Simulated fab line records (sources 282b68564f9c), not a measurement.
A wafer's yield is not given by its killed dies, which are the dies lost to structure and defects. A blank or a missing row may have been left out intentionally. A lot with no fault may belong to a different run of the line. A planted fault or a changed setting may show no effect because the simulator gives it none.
Split-lot trial | flow rit-cmos | 5 lots, 27 wafers read, on a route of 202 steps

== THE SPLIT ==
At RIT_FOX2_OXIDATION_00 (target thk 350.7 nm, ox time 1130 s), the setting ox-time-s was moved away from the recipe's 1130 s on 18 of the 27 wafers read, by -36.8% to +34.2%. This setting was run at the recipe's value on the other wafers.

== FROM THE SPLIT TO THE READING: what the file shows between them, 8 steps ==
- RIT_FOX2_THK_MEAS_01
- RIT_FOX2_CLEAN_02: cleans in dHF, time 180 s
- RIT_FOX2_WET_ETCH_03: etches Si3N4 in H3PO4, target depth 195 nm, time 2700 s
- RIT_FOX2_THK_MEAS_90
- RIT_PRETRO_DEVELOP_05: develop time 68 s (also split here: develop-time-s)
- RIT_PRETRO_HARDBAKE_07: time 120 s
- RIT_GATE_CLEAN_03: cleans in SC2, time 600 s
- RIT_GATE_CLEAN_04: cleans in dHF, time 60 s

== THE READING ==
FIELD_OXIDE_LEFT_2_THK, in nm, at RIT_FOX2_THK_MEAS_91. Typical for fault-free wafers on this fab line: 253 nm, with standard deviation 6.4 nm.

wafer  | tool, chamber at the split | ox-time-s as run, s | against the recipe | FIELD_OXIDE_LEFT_2_THK, nm | against lot-mates on the recipe
L075.1 | -, -                       | 1516                | +34.2%             | 314                        | no lot-mate on the recipe
L075.2 | -, -                       | 1516                | +34.2%             | 320                        | no lot-mate on the recipe
L075.3 | -, -                       | 1516                | +34.2%             | 317                        | no lot-mate on the recipe
L075.4 | -, -                       | 1516                | +34.2%             | 316                        | no lot-mate on the recipe
L075.5 | -, -                       | 1516                | +34.2%             | 312                        | no lot-mate on the recipe
L075.6 | -, -                       | 1516                | +34.2%             | 313                        | no lot-mate on the recipe
L076.1 | -, -                       | 1130                | recipe             | 251                        | -
L076.2 | -, -                       | 1130                | recipe             | 248                        | -
L076.3 | -, -                       | 1130                | recipe             | 245                        | -
L076.4 | -, -                       | 1130                | recipe             | 246                        | -
L076.5 | -, -                       | 1130                | recipe             | 242                        | -
L076.6 | -, -                       | 1130                | recipe             | 243                        | -
L079.1 | furnace-03, 0              | 1130                | recipe             | 247                        | -
L079.2 | furnace-03, 0              | 1130                | recipe             | 243                        | -
L079.5 | furnace-03, 0              | 1130                | recipe             | 247                        | -
L084.1 | -, -                       | 900.2               | -20.3%             | 205                        | no lot-mate on the recipe
L084.2 | -, -                       | 900.2               | -20.3%             | 202                        | no lot-mate on the recipe
L084.3 | -, -                       | 900.2               | -20.3%             | 209                        | no lot-mate on the recipe
L084.4 | -, -                       | 900.2               | -20.3%             | 208                        | no lot-mate on the recipe
L084.5 | -, -                       | 900.2               | -20.3%             | 205                        | no lot-mate on the recipe
L084.6 | -, -                       | 900.2               | -20.3%             | 213                        | no lot-mate on the recipe
L085.1 | -, -                       | 714.6               | -36.8%             | 168                        | no lot-mate on the recipe
L085.2 | -, -                       | 714.6               | -36.8%             | 168                        | no lot-mate on the recipe
L085.3 | -, -                       | 714.6               | -36.8%             | 169                        | no lot-mate on the recipe
L085.4 | -, -                       | 714.6               | -36.8%             | 169                        | no lot-mate on the recipe
L085.5 | -, -                       | 714.6               | -36.8%             | 171                        | no lot-mate on the recipe
L085.6 | -, -                       | 714.6               | -36.8%             | 172                        | no lot-mate on the recipe

FIT RESULTS
A straight line over all 27 wafers: FIELD_OXIDE_LEFT_2_THK changes by +2.04 nm for each +1% of ox-time-s; r = +1.00; the points scatter about the line by 3.2 nm.
Too few moved wafers have a lot-mate on the recipe to fit a line with each lot's own level taken away.

== THE WHOLE CHAIN: every reading that the file lists as answering this split, in the file's order ==
step                  | what it does                        | reading                                                                           | change (the file's fit)              | r (the file's)
RIT_FOX2_OXIDATION_00 | target thk 350.7 nm, ox time 1130 s | SiO2_of_FOX2_OXIDATION_00.thk-nm (the simulator's own value, which no gauge read) | +2.04 nm for each +1% of the setting | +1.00
RIT_FOX2_THK_MEAS_01  |                                     | FOX2_OXIDE_THK                                                                    | +2.04 for each +1% of the setting    | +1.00
RIT_FOX2_THK_MEAS_90  |                                     | FIELD_OXIDE_LEFT_1_THK                                                            | +2.04 for each +1% of the setting    | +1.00
RIT_FOX2_THK_MEAS_91  |                                     | FIELD_OXIDE_LEFT_2_THK                                                            | +2.04 for each +1% of the setting    | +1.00
RIT_M1_PROBE_99       |                                     | etest.field-n.vt-v (the simulator's own value, which no gauge read)               | +0.259 V for each +1% of the setting | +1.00

== THE FILE'S OWN FIT ==
FIELD_OXIDE_LEFT_2_THK changes by +2.04 nm for each +1% of ox-time-s, r = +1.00.
